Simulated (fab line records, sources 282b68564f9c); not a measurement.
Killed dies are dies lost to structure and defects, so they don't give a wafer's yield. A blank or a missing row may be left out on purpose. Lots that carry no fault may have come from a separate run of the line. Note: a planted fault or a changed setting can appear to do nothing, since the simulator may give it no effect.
fab line records -- flow ritCmos
record: lots: 14, wafers: 42, lastDay: 8
route steps=202 shown PLDD@123 M1@202
lots that met no fault: taken from a fault-free run of the same line
startH: hours from the record's first day to the start of the lot's first wafer shown -- waitH: hours from the lot's prior step to this one -- " repeats the value in the row above -- L1.1+2: one row covering several wafers at once -- - no value, or no start given -- * or withheld: withheld -- < > ~ a bound
route shown NAME@n: NAME is a module with steps in the file, n the number in the route of the first one -- usual: mean/standard deviation taken from wafers without a fault -- same: alike in all rows -- chamber/n: place in a boat -- sites: the reading at each site -- _std_site: the standard deviation of these -- _edge_site: inner sites' mean taken away from outer sites' mean -- radiusMm: how far each site lies from the wafer's centre -- mask NAME#n: copy n -- behind: the most recent tool/chamber to have shaped the wafer -- hold: why the lot went on hold/how many hours it stayed there/how the hold came to an end -- device: whichever transistor did not switch (one of n, p or np) -- end of line: tests run on the same wafers once the route is complete -- for a step that has no rows: nothing shown but its recipe -- killed: at the first sort, the dies lost to defects and structure; wafer yield is something else -- map: the dies of a wafer, with x for killed, . for not killed, _ for no die there
set.NAME: setting as actually run; set.NAME@STEP: the setting as run at that earlier step -- model.NAME: the simulator's own value behind a step, which no gauge read
one table for each step of the route and one row for each wafer, over a sample of lots
services: from which hour (startH, from the record's first day; less than 0 if before it) a tool's chamber was out of use, for how many hours, and why
== steps ==
step: RIT_PLDD_STRIP_09
recipe: chemistry: O2, timeS: 180, resist: NOVOLAK, platenTempC: withheld, powerW: 500, pressureMtorr: 4000, o2FlowSccm: 4000
usual: drypumpMotorCurrentA: 6.0/0.47
lot.wafer,tool,chamber,startH,waitH,drypumpMotorCurrentA,rfHoursCounterH
L650.1,plasmaAsher-04,0,45.26,0.1,6.3,42
L650.4,plasmaAsher-04,1,45.26,0.1,6.6,-
L650.6,plasmaAsher-04,0,45.26,0.1,6.3,-
L651.2,plasmaAsher-03,1,51.24,0.1,5.7,41
L651.4,plasmaAsher-03,1,51.24,0.1,5.7,-
L651.6,plasmaAsher-03,1,51.24,0.1,5.7,-
L652.1,plasmaAsher-03,0,55.04,0.1,6.0,41
L652.5,plasmaAsher-03,1,55.04,0.1,5.7,-
L652.6,plasmaAsher-03,0,55.04,0.1,6.0,-
L653.2,plasmaAsher-02,1,59.70,0.1,5.2,43
L653.3,plasmaAsher-02,0,59.70,0.1,6.1,-
L653.6,plasmaAsher-02,1,59.70,0.1,5.2,-
L654.1,plasmaAsher-03,1,70.37,0.1,5.7,43
L654.2,plasmaAsher-03,0,70.37,0.1,6.1,43
L654.6,plasmaAsher-03,0,70.37,0.1,6.1,-
L655.2,plasmaAsher-02,1,71.67,0.1,5.3,44
L655.5,plasmaAsher-02,1,71.67,0.1,5.2,-
L655.6,plasmaAsher-02,0,71.67,0.1,6.1,-
L656.1,plasmaAsher-04,0,74.17,0.1,6.4,45
L656.3,plasmaAsher-04,0,74.17,0.1,6.3,-
L656.6,plasmaAsher-04,0,74.17,0.1,6.3,-
L658.3,plasmaAsher-02,0,88.43,0.1,6.1,-
L658.4,plasmaAsher-02,1,88.43,0.1,5.2,-
L658.5,plasmaAsher-02,1,88.43,0.1,5.3,-
L660.1,plasmaAsher-02,0,101.35,0.1,6.0,47
L660.2,plasmaAsher-02,1,101.35,0.1,5.3,47
L660.6,plasmaAsher-02,1,101.35,0.1,5.2,-
L663.1,plasmaAsher-03,1,116.01,0.1,5.6,48
L663.4,plasmaAsher-03,0,116.01,0.1,6.0,-
L663.5,plasmaAsher-03,1,116.01,0.1,5.7,-
L666.2,plasmaAsher-03,0,132.83,0.1,6.0,50
L666.4,plasmaAsher-03,0,132.83,0.1,6.0,-
L666.6,plasmaAsher-03,0,132.83,0.1,6.0,-
L669.3,plasmaAsher-04,0,145.28,0.1,6.3,-
L669.5,plasmaAsher-04,1,145.28,0.1,6.7,-
L669.6,plasmaAsher-04,0,145.28,0.1,6.3,-
L671.4,plasmaAsher-04,0,158.62,0.1,6.3,-
L671.5,plasmaAsher-04,0,158.62,0.1,6.3,-
L671.6,plasmaAsher-04,1,158.62,0.1,6.7,-
L673.3,plasmaAsher-04,0,165.32,0.1,6.3,-
L673.4,plasmaAsher-04,1,165.32,0.1,6.6,-
L673.6,plasmaAsher-04,1,165.32,0.1,6.7,-
step: RIT_M1_PROBE_99
usual: killed_at_M0_to_M3: 0.0/0.083, killedAtContacts: 0.1/0.23, killedAtFrontEnd: 7/3.1, killedDies: 7/3.1, killedOnRim: 1.8/1.4, killedOpen: 3.3/2, killedShort: 3.6/1.9
same: grossDies: 264, killed_at_M4_up: 0, killedAtBackSide: 0, killedAtOther: 0
lot.wafer,tool,chamber,startH,waitH,killed_at_M0_to_M3,killedAtContacts,killedAtFrontEnd,killedDies,killedOnRim,killedOpen,killedShort
L658.3,prober-02,-,102.36,0.2,0,0,42,42,7,0,2
L658.4,prober-02,-,102.41,0.2,0,0,28,28,9,3,4
L658.5,prober-02,-,102.46,0.2,0,0,34,34,13,4,5
L660.1,prober-02,-,114.98,0.1,0,0,46,46,8,1,4
L660.2,prober-02,-,115.03,0.1,0,0,26,26,8,2,2
L660.6,prober-02,-,115.23,0.2,0,0,34,34,10,5,5
killed by level:class
L658.3 PLDD:unspecified=40 SPACER:geometricParticle:short=2
L658.4 PLDD:unspecified=21 FOX1:geometricParticle:short=3 FOX1:geometricParticle:open=1 REOX:geometricParticle:open=1 REOX:geometricParticle:short=1 SPACER:geometricParticle:open=1
L658.5 PLDD:unspecified=25 GATE:geometricParticle:open=2 SILICIDE:geometricParticle:open=2 SILICIDE:geometricParticle:short=2 FOX1:geometricParticle:short=1 GATE:geometricParticle:short=1 REOX:geometricParticle:short=1
L660.1 PLDD:unspecified=41 GATE:geometricParticle:short=2 FOX1:geometricParticle:short=1 SPACER:geometricParticle:short=1 SILICIDE:geometricParticle:open=1
L660.2 PLDD:unspecified=22 REOX:geometricParticle:short=2 GATE:geometricParticle:open=1 SPACER:geometricParticle:open=1
L660.6 PLDD:unspecified=24 GATE:geometricParticle:open=3 REOX:geometricParticle:short=2 GATE:geometricParticle:short=1 SPACER:geometricParticle:short=1 SPACER:geometricParticle:open=1 SILICIDE:geometricParticle:short=1 SILICIDE:geometricParticle:open=1
== services ==
tool,chamber,startH,hours,kind
plasmaAsher-04,-,82.67,4.3,pm
plasmaAsher-03,-,92.75,3.4,repair
plasmaAsher-04,-,100.14,10.0,pm
plasmaAsher-02,-,108.75,9.0,pm
plasmaAsher-02,0,108.75,9.0,ventCycle
plasmaAsher-02,1,108.75,9.0,ventCycle
plasmaAsher-02,0,117.75,-,clean
plasmaAsher-02,1,117.75,-,clean
plasmaAsher-04,-,145.66,1.5,repair
plasmaAsher-03,-,150.50,1.7,repair
== key ==
firstSign: step: RIT_M1_PROBE_99, reading: killedDies, direction: up, sigmas: 9.2, usual: 7, struck: 35
effect: step: RIT_M1_PROBE_99, reading: killedAtFrontEnd, direction: up, sigmas: 9.2, usual: 7, struck: 35
metAt RIT_PLDD_STRIP_09
struckLots L658,L660
testerLeftOut L658,L660
onsetBetween 71.67 88.43
fault: kind: chamberParticleSource, tool: plasmaAsher-02, chamber: -, onsetH: 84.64, steps: RIT_PLDD_STRIP_09, ratePerVisitCm2: 1.955, endH: 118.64
testerLeftOut: of these lots the tester's yield and bins aren't shown, on N5 and GAA mostly nor the transistor test; their killed dies are dies lost to structure and defects alone, not to doping, threshold or leakage, so they don't give the yield
